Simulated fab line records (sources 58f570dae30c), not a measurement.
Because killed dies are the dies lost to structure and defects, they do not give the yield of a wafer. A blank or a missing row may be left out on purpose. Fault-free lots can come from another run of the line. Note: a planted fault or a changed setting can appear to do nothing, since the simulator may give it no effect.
A struck lot beside a sound one + flow berkeley cmos170 + 18 out of 331 route steps
Sound: these wafers, L670.1, L670.3, L670.6. Wafers L668.1, L668.4, L668.5 were the ones struck. The cause is given at the end.
For every step that has rows: the tool of each side, followed by ch and its chambers, followed by its first start. Under that, the readings that differ: sound wafers + struck wafers + difference of the means + sigmas: that difference in standard deviations of wafers without a fault.
alike: readings with means less than 2 such deviations apart, plus words and numbers identical on both sides. not compared: withheld readings, readings lacking a value on some wafer, bounds such as >300 that could conceal the same value, and numbers that have no deviation in the record and whose values overlap.
A row with sigmas, a row that says differs or no value, or rows on one side alone: a step with any of these is where the two part. Non-overlapping numbers with no deviation appear without sigmas and do not part them. Lack of a reading on every wafer of one side parts them only where that side has two or more wafers.

first, 1 step without rows for these wafers: UCB170_CONTACT_SOFTBAKE_05 (time 60 s).
UCB170_CONTACT_STRIP_06: strips in O2.
  sound on plasma asher-02 ch 0,1, day 10 07:28; struck on plasma asher-01 ch 0,1, day 9 16:46
| reading                      | sound             | struck            | difference | sigmas |
|------------------------------|-------------------|-------------------|------------|--------|
| strip time to endpoint s (s) | 21.94 21.89 21.90 | 22.13 22.13 22.10 | +0.21      | +2     |
  alike: drypump motor current A, oes product au
  not compared: rf hours counter h
then, 1 step without rows for these wafers: UCB170_CONTACT_CLEAN_07 (cleans in SPM, time 600 s).
UCB170_CONTACT_RTA_08: time 10 s.
  sound on rtp anneal-01 ch 0, day 10 07:45; struck on rtp anneal-01 ch 0, day 9 17:03
  alike: lamp power pct, wafer_temp_C_max
then, 6 steps without rows for these wafers: UCB170_CONTACT_COAT_09; UCB170_CONTACT_COAT_10 (resist thk 900 nm); UCB170_CONTACT_SOFTBAKE_11 (time 60 s); UCB170_CONTACT_EXPOSE_12 (exposes mask CONT, target cd 700 nm); UCB170_CONTACT_PEB_13; UCB170_CONTACT_DEVELOP_14 (develop time 45 s).
UCB170_CONTACT_CD_MEAS_15: the cd target is 700 nm.
  sound: cd sem-01 at day 10 09:30; struck: cd sem-02 at day 9 18:05
  alike: cd nm
UCB170_CONTACT_OVL_MEAS_16:
  sound: overlay-01 at day 10 09:37; struck: overlay-02 at day 9 18:12
  alike: CONTACT_OVL
UCB170_CONTACT_ETCH_17: etches BARC in N2/H2.
  sound on rie diel-04 ch 2,3, day 10 09:40; struck on rie diel-03 ch 0,2,3, day 9 18:14
  no value came back on the struck wafers for any of 5 readings (bias w (W), chamber pressure mTorr (mTorr) and others); on the sound wafers bias w (W) reads 99.94 99.70 100.07
UCB170_CONTACT_ETCH_18: etches PSG in CHF3/CF4/Ar, stops on TiSi2, target depth 840 nm, time 195 s.
  sound on rie diel-04 ch 2,3; struck on rie diel-03 ch 0,2,3
| reading               | sound             | struck            | difference | sigmas |
|-----------------------|-------------------|-------------------|------------|--------|
| oes product au (a.u.) | 0.897 0.879 0.880 | 0.385 0.382 0.377 | -0.504     | -54    |
  alike: CHF3_flow_sccm, cf4 flow sccm, drypump motor current A, throttle valve pct
  not compared: rf hours counter h
UCB170_CONTACT_STRIP_19: strips in O2.
  sound on plasma asher-01 ch 0,1, day 10 09:49; struck on plasma asher-03 ch 0,1, day 9 18:25
  alike: drypump motor current A, oes product au
  not compared: rf hours counter h
UCB170_CONTACT_CD_MEAS_90: the cd target is 700 nm.
  sound: cd sem-02 at day 10 09:55; struck: cd sem-01 at day 9 18:31
| reading    | sound             | struck | difference                    | sigmas |
|------------|-------------------|--------|-------------------------------|--------|
| cd nm (nm) | 698.5 699.2 699.5 | - - -  | no value on the struck wafers |        |
then, 1 step without rows for these wafers: UCB170_CONTACT_CLEAN_20 (cleans in SPM, time 600 s).
UCB170_M3_PROBE_99:
  rows exist in the record for the sound wafers here (prober-01, day 11 00:02), none for the struck ones

## WHERE THEY PART
First at UCB170_CONTACT_STRIP_06; last, within this record, at UCB170_M3_PROBE_99.

WHY: what had been put in by the simulator
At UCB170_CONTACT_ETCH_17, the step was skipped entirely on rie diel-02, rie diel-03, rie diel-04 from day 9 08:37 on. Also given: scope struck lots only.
